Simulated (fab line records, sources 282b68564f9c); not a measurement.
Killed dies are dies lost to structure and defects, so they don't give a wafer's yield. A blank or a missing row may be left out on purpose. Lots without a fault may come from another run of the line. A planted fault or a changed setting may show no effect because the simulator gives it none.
A struck lot beside a sound one | flow rit_cmos | 18 steps out of a route of 202
Sound: wafers L958.1, L958.2, L958.6. Struck: wafers L951.3, L951.5, L951.6. The cause comes at the end.
At each step with rows: each side's tool, then ch and its chambers, then its first start. Under that, the readings that differ: sound wafers | struck wafers | difference of the means | sigmas: that difference in standard deviations of wafers without a fault.
alike: readings whose means differ by less than 2 such deviations, and words and numbers that are the same on both sides. not compared: withheld readings, readings that some wafer has no value for, bounds like >300 that may hide the same value, and numbers for which the record gives no deviation and whose values overlap.
The two part at a step that has a row with sigmas, a row that says differs or no value, or rows on one side only. Numbers that don't overlap but have no deviation are shown without sigmas and don't part them. A reading that every wafer of one side lacks parts them only if that side has two wafers or more.

first, 1 step without rows for these wafers: RIT_PLDD_IMPLANT_08.
RIT_PLDD_STRIP_09: strips in O2, time 180 s.
  sound on plasma_asher-04 ch 0,1, day 7 04:28; struck on plasma_asher-03 ch 0,1, day 5 21:08
  alike: drypump_motor_current_A
  not compared: rf_hours_counter_h
RIT_PLDD_TW_MEAS_10:
  sound on film_metro-04, day 7 04:38; struck on film_metro-04, day 5 21:16
  alike: PLDD_TW
then, 4 steps without rows for these wafers: RIT_SPACER_CLEAN_00 (cleans in SC1, time 600 s); RIT_SPACER_CLEAN_01 (cleans in dHF, time 30 s); RIT_SPACER_CLEAN_02 (cleans in SC2, time 600 s); RIT_SPACER_CVD_03 (deposits Si3N4 from SiH2Cl2/NH3, target thk 250 nm, time 3300 s).
RIT_SPACER_THK_MEAS_04:
  sound on film_metro-01, day 7 06:59; struck on film_metro-03, day 5 23:38
  alike: SPACER_NITRIDE_THK
RIT_SPACER_ETCHBACK_05: etches Si3N4 in SF6/CHF3, stops on SiO2, target depth 250 nm, time 240 s.
  sound on rie_diel-04 ch 0,3, day 7 07:03; struck on rie_diel-01 ch 0,1,3, day 5 23:41
  alike: drypump_motor_current_A, oes_product_au, throttle_valve_pct
  not compared: rf_hours_counter_h
then, 3 steps without rows for these wafers: RIT_NSD_HMDS_00 (prime time 60 s); RIT_NSD_COAT_01 (resist thk 1000 nm); RIT_NSD_SOFTBAKE_02 (time 60 s).
RIT_NSD_EXPOSE_03: exposes mask M9, target cd 40700 nm.
  sound on iline_stepper-02 ch 0, day 7 07:46; struck on iline_stepper-01 ch 0, day 6 00:19
  reading                     | sound                | struck      | difference | sigmas
  model.NSD.overlay_x_nm (nm) | 0.1115 0.1115 0.1115 | 419 419 419 | +419       |
  alike: mask, exposure_dose_mJ_cm2
then, 2 steps without rows for these wafers: RIT_NSD_PEB_04; RIT_NSD_DEVELOP_05 (develop time 50 s).
RIT_NSD_OVL_MEAS_06:
  sound on overlay-01, day 7 08:10; struck on overlay-02, day 6 00:42
  reading      | sound       | struck            | difference | sigmas
  NSD_OVL (nm) | 1.6 0.8 1.8 | 418.6 419.3 420.4 | +418.0     | +99 or more
then, 1 step without rows for these wafers: RIT_NSD_HARDBAKE_07 (time 60 s).
RIT_M1_PROBE_99:
  sound on prober-01, day 7 18:02; struck on prober-02, day 6 10:54
  reading                                    | sound | struck | difference | sigmas
  model.etest.select_edge_diode_n.over_limit | 0 0 0 | 1 1 1  | +1         |
  alike: killed_at_front_end, killed_dies, killed_open, killed_short

WHERE THEY PART
Only at RIT_NSD_OVL_MEAS_06, within this record. Later steps at which nothing parts them and some readings are alike: RIT_M1_PROBE_99.

WHY: what the simulator had put in
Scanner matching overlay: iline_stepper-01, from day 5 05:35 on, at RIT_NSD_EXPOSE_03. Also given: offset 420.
